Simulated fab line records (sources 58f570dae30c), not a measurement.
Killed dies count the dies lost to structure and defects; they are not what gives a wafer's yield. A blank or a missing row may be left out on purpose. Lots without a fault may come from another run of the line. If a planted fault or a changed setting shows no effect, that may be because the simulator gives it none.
fab line records    flow berkeleyCmos170
record lots=6  wafers=18  lastDay=11
route steps=331 shown PWELL@36
lots that met no fault: taken from a fault-free run of the same line
startH: hours from the record's first day to the start of the lot's first wafer shown    waitH: hours elapsed since this lot's preceding step    " the same as in the row above    L1.1+2: several wafers, shown together as one row    - no value present, or no start provided    * or withheld: withheld    < > ~ a bound
route shown NAME@n: a module of which the file shows steps, and the number in the route of the first    usual: average and standard deviation across the fault-free wafers    same: alike in all rows    chamber/n: place in a boat    sites: the reading at each site    _std_site: their standard deviation    _edge_site: outer sites' mean less inner sites'    radiusMm: how far each site lies from the wafer's centre    mask NAME#n: copy n    behind: the last tool/chamber to shape the wafer    hold: why the lot was held/for how many hours/how that ended    device: names the non-switching transistor (n, p or np)    end of line: the route-end tests of the same wafers    step lacking rows: just its recipe    killed: not the wafer's yield, but the dies lost to structure and defects at the first sort    map: a wafer's dies, marking killed ones x, the rest . and places with no die _
set.NAME: the run value of the setting; set.NAME@STEP: its run value at that earlier step    model.NAME: the simulator's own value behind a step, which no gauge read
certain route steps with their lots: each step a table, each wafer a row
services: when a tool's chamber went out of use (startH, in hours from the record's first day, below 0 if earlier), for how many hours, and the reason
## steps
# step UCB170_PWELL_OXIDATION_02
# recipe tempC=1000  ambient=O2  targetThkA=264  oxTimeS=1260
# step UCB170_PWELL_THK_MEAS_03
# recipe reads=SiO2_of_PWELL_OXIDATION_02
# usual PWELL_OXIDE_THK=26.7/0.46
lot.wafer  tool          chamber  startH  waitH  PWELL_OXIDE_THK[nm]
L587.2     filmMetro-01  -        98.47   0.0    26.6
L587.4     "             -        "       "      26.1
L587.6     "             -        "       "      26.6
L590.1     filmMetro-04  -        111.60  0.0    26.7
L590.3     "             -        "       "      26.6
L590.4     "             -        "       "      26.6
L593.1     filmMetro-01  -        118.87  0.0    26.1
L593.2     "             -        "       "      25.8
L593.3     "             -        "       "      25.9
L591.2     filmMetro-04  -        118.94  0.1    26.2
L591.5     "             -        "       "      26.5
L591.6     "             -        "       "      26.8
L595.4     filmMetro-01  -        131.49  0.0    26.4
L595.5     "             -        "       "      26.2
L595.6     "             -        "       "      25.9
L596.4     filmMetro-04  -        135.42  0.0    26.4
L596.5     "             -        "       "      26.9
L596.6     "             -        "       "      26.6
# step UCB170_PWELL_ANNEAL_04
# recipe tempC=1000  timeS=900  ambient=N2
# step UCB170_PWELL_CVD_05
# recipe material=Si3N4  targetThkNm=220  tempC=800  precursor=SiH2Cl2/NH3  timeS=3300  pressureMtorr=200  sih2cl2FlowSccm=25  nh3FlowSccm=75
# step UCB170_PWELL_THK_MEAS_06
# recipe reads=Si3N4_of_PWELL_CVD_05
# usual PWELL_NITRIDE_THK=220.2/1.8
lot.wafer  tool          chamber  startH  waitH  PWELL_NITRIDE_THK[nm]
L587.2     filmMetro-03  -        104.85  0.0    218.9
L587.4     "             -        "       "      217.4
L587.6     "             -        "       "      218.7
L590.1     filmMetro-04  -        118.09  0.0    220.1
L590.3     "             -        "       "      217.4
L590.4     "             -        "       "      217.1
L593.1     filmMetro-04  -        124.76  0.0    222.6
L593.2     "             -        "       "      221.9
L593.3     "             -        "       "      222.2
L591.2     filmMetro-03  -        124.82  0.1    222.0
L591.5     "             -        "       "      220.7
L591.6     "             -        "       "      222.6
L595.4     filmMetro-01  -        138.31  0.0    223.9
L595.5     "             -        "       "      222.8
L595.6     "             -        "       "      223.8
L596.4     filmMetro-03  -        144.50  0.0    223.1
L596.5     "             -        "       "      219.5
L596.6     "             -        "       "      220.7
# step UCB170_PWELL_HMDS_07
# recipe primeTimeS=60  primeTempC=100
# step UCB170_PWELL_COAT_08
# recipe resist=KrF  spinRpm=1500  resistThkNm=900
# step UCB170_PWELL_SOFTBAKE_09
# recipe resist=KrF  tempC=130  timeS=60
# step UCB170_PWELL_EXPOSE_10
# recipe maskId=PWELL  targetCdNm=3000  na=0.5  sigmaOuter=0.6  sourceShape=conventional  doseMj=19
# step UCB170_PWELL_PEB_11
# recipe pebTempC=130  pebTimeS=withheld  resist=KrF
# step UCB170_PWELL_DEVELOP_12
# recipe developer=TMAH  developTimeS=45  resist=KrF  devTempC=21
# step UCB170_PWELL_OVL_MEAS_13
# usual PWELL_OVL=-1/5.3
lot.wafer  tool        chamber  startH  waitH  PWELL_OVL[nm]
L587.2     overlay-02  -        106.12  -      -3
L587.4     "           -        "       "      -7
L587.6     "           -        "       "      2
L590.1     overlay-01  -        119.15  -      -4
L590.3     "           -        "       "      -3
L590.4     "           -        "       "      4
L593.1     overlay-01  -        126.14  -      -1
L593.2     "           -        "       "      -5
L593.3     "           -        "       "      6
L591.2     overlay-02  -        126.28  -      4
L591.5     "           -        "       "      5
L591.6     "           -        "       "      1
L595.4     overlay-01  -        139.45  -      -3
L595.5     "           -        "       "      -9
L595.6     "           -        "       "      -4
L596.4     overlay-02  -        145.39  -      1
L596.5     "           -        "       "      -6
L596.6     "           -        "       "      1
# step UCB170_PWELL_ETCH_14
# recipe chemistry=CH3F/Ar/O2  target=Si3N4  stopOn=SiO2  CH3F_flow_sccm=20  Ar_flow_sccm=50  O2_flow_sccm=7  pressureMtorr=50  rfW=450  targetDepthA=2420  overEtchFrac=0.1  timeS=151
# usual CH3F_flow_sccm=20.00/0.061  O2_flow_sccm=7.003/0.02  drypumpMotorCurrentA=5.8/0.37  oesProductAu=0.940/0.014  throttleValvePct=8.00/0.12
lot.wafer  tool        chamber  startH  waitH  CH3F_flow_sccm  O2_flow_sccm  drypumpMotorCurrentA  oesProductAu  rfHoursCounterH  throttleValvePct  model.KrF_of_PWELL_COAT_08.thkNm  model.SiO2_of_PWELL_OXIDATION_02.thkNm
L587.2     rieDiel-04  2        106.15  0.0    20.04           6.991         5.8                   0.942         15               8.25              727.7                             22.91
L587.4     "           0        "       "      20.04           7.029         5.4                   0.903         -                8.13              723                               22.07
L587.6     "           3        "       "      20.00           6.962         5.5                   0.937         -                7.96              724.6                             22.91
L590.1     rieDiel-03  2        119.19  0.0    20.04           7.003         5.5                   0.951         147              7.96              729.7                             23.14
L590.3     "           1        "       "      19.84           6.995         5.2                   0.948         150              7.98              721.8                             22.82
L590.4     "           0        "       "      20.09           6.977         5.9                   0.924         95               8.02              725.6                             22.29
L593.1     rieDiel-03  1        126.17  0.0    -               -             -                     -             -                -                 884.8                             26.07
L593.2     "           3        "       "      -               -             -                     -             -                -                 887.4                             25.78
L593.3     "           2        "       "      -               -             -                     -             -                -                 886.9                             25.84
L591.2     rieDiel-04  3        126.31  0.0    -               -             -                     -             -                -                 888.3                             26.29
L591.5     "           0        "       "      -               -             -                     -             -                -                 883.6                             26.53
L591.6     "           3        "       "      -               -             -                     -             -                -                 887                               26.74
L595.4     rieDiel-01  3        139.46  0.0    20.05           6.987         6.1                   0.953         1                7.90              725.1                             22.62
L595.5     "           3        "       "      20.08           6.978         6.1                   0.946         -                7.90              725.7                             22.45
L595.6     "           2        "       "      20.12           7.004         5.4                   0.966         -                8.01              724.1                             21.66
L596.4     rieDiel-03  2        145.41  0.0    20.02           7.001         5.5                   0.966         148              7.98              726.1                             22.82
L596.5     "           1        "       "      20.02           7.015         5.3                   0.959         -                7.98              717.1                             23.15
L596.6     "           0        "       "      19.99           7.032         5.9                   0.949         -                8.01              720.5                             22.29
# step UCB170_PWELL_IMPLANT_15
# recipe species=B  doseCm2=5e+12  energyKev=60  tiltDeg=7
# step UCB170_PWELL_STRIP_16
# recipe chemistry=O2  powerW=400  pressureMtorr=3500  platenTempC=withheld  o2FlowSccm=400  overashFraction=0.5
# usual drypumpMotorCurrentA=6.0/0.38  oesProductAu=0.721/0.0044  stripTimeToEndpointS=18.10/0.083
lot.wafer  tool            chamber  startH  waitH  drypumpMotorCurrentA  oesProductAu  rfHoursCounterH  stripTimeToEndpointS
L587.2     plasmaAsher-01  0        106.41  0.1    6.1                   0.726         41               18.17
L587.4     "               1        "       "      6.3                   0.716         -                18.06
L587.6     "               1        "       "      6.3                   0.711         -                18.10
L590.1     plasmaAsher-03  1        119.44  0.1    5.5                   0.714         0                18.20
L590.3     "               1        "       "      5.5                   0.725         -                18.02
L590.4     "               0        "       "      6.3                   0.720         -                18.12
L593.1     plasmaAsher-04  1        126.43  0.1    6.5                   0.740         45               21.60
L593.2     "               0        "       "      5.3                   0.726         45               21.68
L593.3     "               1        "       "      6.4                   0.732         -                21.65
L591.2     plasmaAsher-03  0        126.56  0.1    6.3                   0.728         1                21.69
L591.5     "               1        "       "      5.5                   0.739         -                21.59
L591.6     "               0        "       "      6.3                   0.735         -                21.66
L595.4     plasmaAsher-01  1        139.75  0.1    6.3                   0.718         -                18.11
L595.5     "               0        "       "      6.1                   0.727         -                18.12
L595.6     "               1        "       "      6.3                   0.721         -                18.08
L596.4     plasmaAsher-01  1        145.69  0.1    6.3                   0.717         -                18.12
L596.5     "               0        "       "      6.2                   0.724         -                17.90
L596.6     "               1        "       "      6.3                   0.732         -                18.00
# step UCB170_PWELL_TW_MEAS_17
# usual PWELL_TW=380.1/2.9
lot.wafer  tool          chamber  startH  waitH  PWELL_TW
L587.2     filmMetro-04  -        106.52  0.1    381.6
L587.4     "             -        "       "      379.5
L587.6     "             -        "       "      382.5
L590.1     filmMetro-04  -        119.59  0.1    382.2
L590.3     "             -        "       "      381.1
L590.4     "             -        "       "      383.9
L593.1     filmMetro-04  -        126.53  0.1    382.1
L593.2     "             -        "       "      383.8
L593.3     "             -        "       "      383.1
L591.2     filmMetro-03  -        126.67  0.1    377.3
L591.5     "             -        "       "      378.2
L591.6     "             -        "       "      380.1
L595.4     filmMetro-03  -        139.84  0.1    375.6
L595.5     "             -        "       "      377.9
L595.6     "             -        "       "      379.5
L596.4     filmMetro-01  -        145.79  0.1    380.1
L596.5     "             -        "       "      382.7
L596.6     "             -        "       "      380.7
## services
tool            chamber  startH  hours  kind
rieDiel-04      1        88.25   -      clean
rieDiel-04      1        88.25   21.1   scheduledDown
rieDiel-04      1        88.25   21.1   ventCycle
rieDiel-04      3        94.73   2.5    repair
plasmaAsher-04  -        95.93   6.5    repair
rieDiel-01      -        96.86   14.6   pm
plasmaAsher-03  -        108.75  9.0    pm
plasmaAsher-03  0        108.75  9.0    ventCycle
plasmaAsher-03  1        108.75  9.0    ventCycle
rieDiel-01      -        112.93  2.9    repair
rieDiel-01      1        116.41  -      clean
rieDiel-01      1        116.41  12.4   scheduledDown
rieDiel-01      1        116.41  12.4   ventCycle
plasmaAsher-03  0        117.75  -      clean
plasmaAsher-03  1        117.75  -      clean
rieDiel-01      -        118.62  0.6    repair
rieDiel-04      1        136.93  12.5   repair
## key
firstSign step=UCB170_PWELL_ETCH_14  reading=toolRecord  direction=missing
effect step=UCB170_PWELL_STRIP_16  reading=stripTimeToEndpointS  direction=up  sigmas=43  usual=*  struck=*
modelEffect step=UCB170_PWELL_ETCH_14  value=KrF_of_PWELL_COAT_08.thkNm  without=725.3  struck=886.3
metAt UCB170_PWELL_ETCH_14
struckWafers L591.2,L591.5,L591.6,L593.1,L593.2,L593.3
laterRowsLeftOut L591.2,L591.5,L591.6,L593.1,L593.2,L593.3
sortLeftOut L591.2,L591.5,L591.6,L593.1,L593.2,L593.3
testerLeftOut L591,L593
onsetBetween 119.19 126.17
fault kind=skippedStepWhole  tool=rieDiel-03,rieDiel-04  chamber=-  onsetH=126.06  steps=UCB170_PWELL_ETCH_14  scope=struckLotsOnly
# testerLeftOut: of these lots the tester's yield and bins aren't shown, on N5 and GAA mostly nor the transistor test; their killed dies are dies lost to structure and defects alone, not to doping, threshold or leakage, so they don't give the yield
# sortLeftOut: the simulated sort isn't trusted on such a fault, so these wafers' sort isn't shown, and their yield isn't known
# laterRowsLeftOut: the simulator's readings of these wafers behind a module that went badly wrong aren't trusted and aren't shown, but for the sort
